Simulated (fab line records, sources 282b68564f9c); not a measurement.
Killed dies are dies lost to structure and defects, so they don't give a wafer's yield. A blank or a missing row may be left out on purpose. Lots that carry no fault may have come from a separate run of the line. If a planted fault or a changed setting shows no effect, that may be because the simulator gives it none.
Struck lot and sound lot, side by side / flow rit cmos / 17 steps out of a route of 202
Sound: the wafers L915.1, L915.5, L915.6. Wafers struck: L920.1, L920.2, L920.3. The cause is named last.
Each step with rows lists, per side, the tool, then ch with its chambers, then its first start. Under that, the readings that differ: sound wafers / struck wafers / difference of the means / sigmas: that difference in standard deviations of wafers without a fault.
alike: readings whose means differ by less than 2 such deviations, and words and numbers that are the same on both sides. not compared: withheld readings, readings that some wafer has no value for, bounds like >300 that may hide the same value, and numbers for which the record gives no deviation and whose values overlap.
The two part at a step that has a row with sigmas, a row that says differs or no value, or rows on one side only. Non-overlapping numbers with no deviation appear without sigmas and do not part them. A reading missing from all wafers of one side parts the sides only when that side holds two or more wafers.

RIT_PWELL_TW_MEAS_10:
  sound on film metro-03, day 3 16:42; struck on film metro-04, day 4 17:21
reading=PWELL_TW; sound=959 963 959; struck=945 941 947; difference=-16; sigmas=-2
then, 1 step without rows for these wafers: RIT_WELLDRIVE_ANNEAL_00 (time 14700 s).
RIT_WELLDRIVE_RS_MEAS_01: measurement is done with a four-point probe.
  sound on film metro-02, day 3 21:50; struck on film metro-02, day 4 22:53
  alike: NWELL_RS
RIT_WELLDRIVE_RS_MEAS_02: measurement is done with a four-point probe.
  sound on film metro-02, day 3 21:58; struck on film metro-02, day 4 23:01
reading=PWELL_RS (ohm/sq); sound=431.6 432.4 433.2; struck=428.9 428.9 429.6; difference=-3.3; sigmas=-2
then, 6 steps without rows for these wafers: RIT_NRETRO_HMDS_00 (prime time 60 s); RIT_NRETRO_COAT_01 (resist thk 1300 nm); RIT_NRETRO_SOFTBAKE_02 (time 60 s); RIT_NRETRO_EXPOSE_03 (exposes mask M4, target cd 43900 nm); RIT_NRETRO_PEB_04; RIT_NRETRO_DEVELOP_05 (develop time 68 s).
RIT_NRETRO_OVL_MEAS_06:
  sound on overlay-01, day 3 23:05; struck on overlay-01, day 5 00:08
  alike: NRETRO_OVL
then, 1 step without rows for these wafers: RIT_NRETRO_HARDBAKE_07 (time 120 s).
RIT_NRETRO_IMPLANT_08:
  sound on implanter-04 ch 0, day 3 23:22; struck on implanter-03 ch 0, day 5 00:25
reading=beam energy keV; sound=70.003 70.019 70.016; struck=94.508 94.539 94.539; difference=+24.516; sigmas=+99 or more
reading=model.implant.rp nm (nm); sound=84.66 84.66 84.66; struck=114.8 114.8 114.8; difference=+30.1; sigmas=
reading=model.implant.drp nm (nm); sound=33.94 33.94 33.94; struck=43.45 43.45 43.45; difference=+9.51; sigmas=
RIT_NRETRO_STRIP_09: strips in O2, time 180 s.
  sound on plasma asher-04 ch 0,1, day 3 23:31; struck on plasma asher-04 ch 0,1, day 5 00:34
  alike: drypump motor current A, o2 flow sccm
  not compared: rf hours counter h
RIT_NRETRO_TW_MEAS_10:
  sound on film metro-04, day 3 23:42; struck on film metro-01, day 5 00:44
reading=NRETRO_TW; sound=1041 1040 1037; struck=1128 1128 1123; difference=+87; sigmas=+11
then, 2 steps without rows for these wafers: RIT_PRETRO_HMDS_00 (prime time 60 s); RIT_M1_PROBE_99.

WHERE THEY PART
At RIT_PWELL_TW_MEAS_10 first; at RIT_NRETRO_TW_MEAS_10 last (within this record only).

WHY: whatever the simulator had introduced
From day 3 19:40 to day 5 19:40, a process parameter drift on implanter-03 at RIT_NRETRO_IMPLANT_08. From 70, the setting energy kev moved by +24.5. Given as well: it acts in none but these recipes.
